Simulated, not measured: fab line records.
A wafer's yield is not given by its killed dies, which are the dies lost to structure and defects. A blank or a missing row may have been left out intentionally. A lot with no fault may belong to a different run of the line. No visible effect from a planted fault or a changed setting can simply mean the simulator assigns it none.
One fault through the eyes of 2 desks :: flow berkeley cmos170 :: each desk has only its own numbers; what lay behind them comes last

THE TOOL OWNER'S DESK: litho track-02
The tool's own readings at UCB170_M2_DEVELOP_14 (develop time 45 s): means of the sampled wafers that have a number, for each lot that ran on this tool. If a lot's mean is further than 4 standard deviations from the usual mean, the lot is out of limits and carries the mark OUT (the distance appears in the brackets).
Columns: A = chill plate temp C at UCB170_M2_DEVELOP_14, usual 23.01 C; B = resist line temp C at UCB170_M2_DEVELOP_14, usual 23.02 C
lot: L121
first seen here: day 11 16:00
A: 22.98
B: 22.93

lot: L122
first seen here: day 12 11:00
A: 22.90
B: 22.93
This desk found nothing out of limits on any of the 2 lots.

FROM THE METROLOGY DESK
What the gauges read for every lot (on any tool): the sampled wafers with a number, averaged. If a lot's mean is further than 4 standard deviations from the usual mean, the lot is out of limits and carries the mark OUT (the distance appears in the brackets).
Columns: A = M2_AL_RS at UCB170_M2_RS_MEAS_02, usual 0.0323 ohm/sq; B = M2_AL_THK at UCB170_M2_THK_MEAS_03, usual 862 nm; C = cd nm at UCB170_M2_CD_MEAS_15, usual 700.1 nm
lot: L119
first seen here: day 11 04:41
A: 0.0319
B: 871
C: 700.2

lot: L121
first seen here: day 11 15:03
A: 0.0328
B: 846
C: 701.7

lot: L122
first seen here: day 12 08:29
A: 0.0320
B: 870
C: 701.9

lot: L124
first seen here: day 12 08:46
A: 0.0325
B: 854
C: -

lot: L126
first seen here: day 13 10:05
A: 0.0325
B: 855
C: -

lot: L129
first seen here: day 13 11:17
A: 0.0323
B: 859
C: 699.5
This desk found nothing out of limits on any of the 6 lots.

ALL TOGETHER
Nothing out of limits was seen by the tool owner's desk.
From the metrology desk's view, nothing was out of limits.

WHAT HAD BEEN PUT IN BY THE SIMULATOR
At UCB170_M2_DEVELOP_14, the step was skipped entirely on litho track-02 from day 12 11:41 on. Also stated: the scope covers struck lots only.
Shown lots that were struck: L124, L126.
